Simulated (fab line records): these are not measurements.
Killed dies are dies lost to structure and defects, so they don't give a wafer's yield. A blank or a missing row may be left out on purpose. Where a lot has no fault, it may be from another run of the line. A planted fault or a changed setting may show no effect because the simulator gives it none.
Chamber matching :: flow berkeleyCmos170 :: 3 sister chambers for UCB170_ACTIVE_CLEAN_00 on wetBench-02
The step cleans in SPM, time 600 s. 6 wafers are shown with their chamber, then 4 later ones without.

EACH WAFER AND ITS CHAMBER
wafer: L457.4
chamber: 1
bathGuardTempC (C): 119.4
bathHeatDutyPct (%): 11.9

wafer: L457.6
chamber: 1
bathGuardTempC (C): 119.4
bathHeatDutyPct (%): 12.3

wafer: L458.3
chamber: 3
bathGuardTempC (C): 118.8
bathHeatDutyPct (%): 13.8

wafer: L458.6
chamber: 3
bathGuardTempC (C): 119.1
bathHeatDutyPct (%): 14.3

wafer: L474.2
chamber: 2
bathGuardTempC (C): 121.2
bathHeatDutyPct (%): 12.1

wafer: L474.5
chamber: 2
bathGuardTempC (C): 121.3
bathHeatDutyPct (%): 14.8

WAFERS WHOSE CHAMBER IS MISSING
wafer: L474.6
bathGuardTempC (C): 121.0
bathHeatDutyPct (%): 14.9

wafer: L475.3
bathGuardTempC (C): 119.7
bathHeatDutyPct (%): 11.8

wafer: L475.5
bathGuardTempC (C): 119.4
bathHeatDutyPct (%): 11.0

wafer: L475.6
bathGuardTempC (C): 119.6
bathHeatDutyPct (%): 12.9

WHICH CHAMBER EACH WENT THROUGH
wafer: L474.6
from the rows above: 2
in truth: 2

wafer: L475.3
from the rows above: 1
in truth: 1

wafer: L475.5
from the rows above: 1
in truth: 1

wafer: L475.6
from the rows above: 1
in truth: 1
4 of 4 placed correctly. Left unplaced by these rows: 0. Number placed wrongly: 0.
How it was worked out, from the rows above alone: a wafer's distance from a chamber is the root of the sum, over the readings, of the square of ((its reading less the chamber's mean) divided by the reading's scatter). The wafer belongs to the nearest chamber; if the next one is less than 2 further off, it can't be placed. Each chamber's mean is taken over the wafers shown for it. The scatter: the root of (the sum of the squares of (reading less its chamber's mean) over the shown wafers, divided by (wafers less chambers)).
